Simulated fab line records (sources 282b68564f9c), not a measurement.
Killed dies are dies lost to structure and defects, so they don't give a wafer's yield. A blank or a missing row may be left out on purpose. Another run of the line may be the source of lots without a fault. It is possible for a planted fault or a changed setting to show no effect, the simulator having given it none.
Struck lot and sound lot, side by side :: flow rit cmos :: 15 steps out of a route of 202
Sound: the wafers L379.1, L379.3, L379.4. The struck wafers were L370.1, L370.3, L370.5. The cause is named last.
At each step with rows: each side's tool, then ch and its chambers, then its first start. Under that, the readings that differ: sound wafers :: struck wafers :: difference of the means :: sigmas: that difference in standard deviations of wafers without a fault.
alike: same words and numbers on both sides, and readings whose means sit less than 2 such deviations apart. not compared: any withheld reading, any reading some wafer has no value for, any bound like >300 that may hide the same value, and any number with overlapping values for which the record gives no deviation.
Wherever a step has rows on one side only, a row that says differs or no value, or a row with sigmas, the two part there. Numbers that have no deviation but don't overlap get no sigmas and don't part them. A reading that every wafer of one side lacks parts them only if that side has two wafers or more.

RIT_CONTACT_CVD_00: deposits SiO2 from TEOS, target thk 400 nm, time 61 s.
  sound on pecvd-02 ch 1,2, day 6 18:20; struck on pecvd-02 ch 0,1, day 5 02:45
  alike: heater power w
  not compared: since wet clean h
RIT_CONTACT_THK_MEAS_01:
  sound on film metro-04, day 6 18:23; struck on film metro-02, day 5 02:49
  alike: CONTACT_TEOS_THK
then, 6 steps without rows for these wafers: RIT_CONTACT_HMDS_02 (prime time 60 s); RIT_CONTACT_COAT_03 (resist thk 1000 nm); RIT_CONTACT_SOFTBAKE_04 (time 60 s); RIT_CONTACT_EXPOSE_05 (exposes mask M11, target cd 1000 nm); RIT_CONTACT_PEB_06; RIT_CONTACT_DEVELOP_07 (develop time 120 s).
RIT_CONTACT_CD_MEAS_08: the cd target is 1000 nm.
  sound on cd sem-01, day 6 19:25; struck on cd sem-02, day 5 04:00
  alike: cd nm
RIT_CONTACT_OVL_MEAS_09:
  sound on overlay-01, day 6 19:32; struck on overlay-01, day 5 04:07
  alike: CONTACT_OVL
then, 1 step without rows for these wafers: RIT_CONTACT_HARDBAKE_10 (time 60 s).
RIT_CONTACT_ETCH_11: etches SiO2 in CHF3/CF4/Ar, stops on TiSi2, target depth 480 nm, time 320 s.
  sound on rie diel-03 ch 0,1,3, day 6 19:43; struck on rie diel-04 ch 0,1, day 5 04:19
  alike: drypump motor current A, mfc ar sccm, oes product au, throttle valve pct
  not compared: rf hours counter h
RIT_CONTACT_STRIP_12: strips in O2, time 180 s.
  sound on plasma asher-02 ch 0,1, day 6 19:55; struck on plasma asher-03 ch 0,1, day 5 04:30
reading: run length s (s)
sound: 207.9 207.7 208.4
struck: 253.6 253.6 253.5
difference: +45.6
sigmas: +99 or more
  alike: drypump motor current A
  not compared: rf hours counter h
RIT_CONTACT_CD_MEAS_90: the cd target is 1000 nm.
  sound on cd sem-02, day 6 20:05; struck on cd sem-01, day 5 04:41
  alike: cd nm
RIT_M1_PROBE_99:
  only the struck wafers here have rows in the record (prober-01, day 5 09:22); the sound ones have none

== WHERE THEY PART ==
Earliest at RIT_CONTACT_STRIP_12; latest, in this record, at RIT_M1_PROBE_99.

WHY: what the simulator had put in
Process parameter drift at RIT_CONTACT_STRIP_12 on plasma asher-03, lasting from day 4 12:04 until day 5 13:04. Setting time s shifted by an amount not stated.
